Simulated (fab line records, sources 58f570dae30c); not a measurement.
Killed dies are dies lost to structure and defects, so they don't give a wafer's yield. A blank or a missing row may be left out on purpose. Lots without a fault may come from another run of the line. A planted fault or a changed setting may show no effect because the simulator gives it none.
Chamber matching | flow berkeley_cmos170 | UCB170_SPACER_CVD_00 on pecvd-04: 3 sister chambers
The step deposits SiO2 from TEOS/O2, target thk 376 nm, time 47 s. 14 wafers are shown with their chamber, then 7 later ones without.

WAFERS WITH THEIR CHAMBER
wafer  | chamber | heater_power_w (W)
L947.2 | 2       | 301
L947.3 | 1       | 267
L947.4 | 1       | 272
L952.2 | 0       | 270
L952.5 | 1       | 181
L952.6 | 0       | 275
L961.1 | 1       | 237
L961.3 | 0       | 235
L961.5 | 2       | 341
L963.3 | 0       | 269
L963.4 | 2       | 296
L963.5 | 0       | 275
L964.1 | 2       | 250
L964.4 | 2       | 283

SIGNATURES (means of the wafers above)
reading        | chamber 0 | chamber 1 | chamber 2 | scatter within a chamber
heater_power_w | 264.80    | 239.25    | 294.20    | 31.2
Rule: a wafer's distance from a chamber is the root of the sum, over the readings, of the square of ((its reading less the chamber's mean) divided by the reading's scatter). The wafer belongs to the nearest chamber; if the next one is less than 2 further off, it can't be placed. The scatter: the root of (the sum of the squares of (reading less its chamber's mean) over the shown wafers, divided by (wafers less chambers)).

WAFERS WITHOUT THEIR CHAMBER
wafer  | heater_power_w (W)
L964.5 | 240
L966.3 | 252
L966.4 | 352
L966.6 | 257
L969.1 | 257
L969.4 | 236
L969.6 | 259

WHICH CHAMBER EACH WENT THROUGH
wafer  | from the rows above          | in truth
L964.5 | can't be placed: 1 or 0 or 2 | 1
L966.3 | can't be placed: 1 or 0 or 2 | 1
L966.4 | can't be placed: 2 or 0 or 1 | 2
L966.6 | can't be placed: 0 or 1 or 2 | 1
L969.1 | can't be placed: 0 or 1 or 2 | 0
L969.4 | can't be placed: 1 or 0 or 2 | 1
L969.6 | can't be placed: 0 or 1 or 2 | 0
Placed correctly: 0 of 7. Can't be placed from these rows: 7 (the true chamber is among the candidates in 7). Placed wrongly: 0.
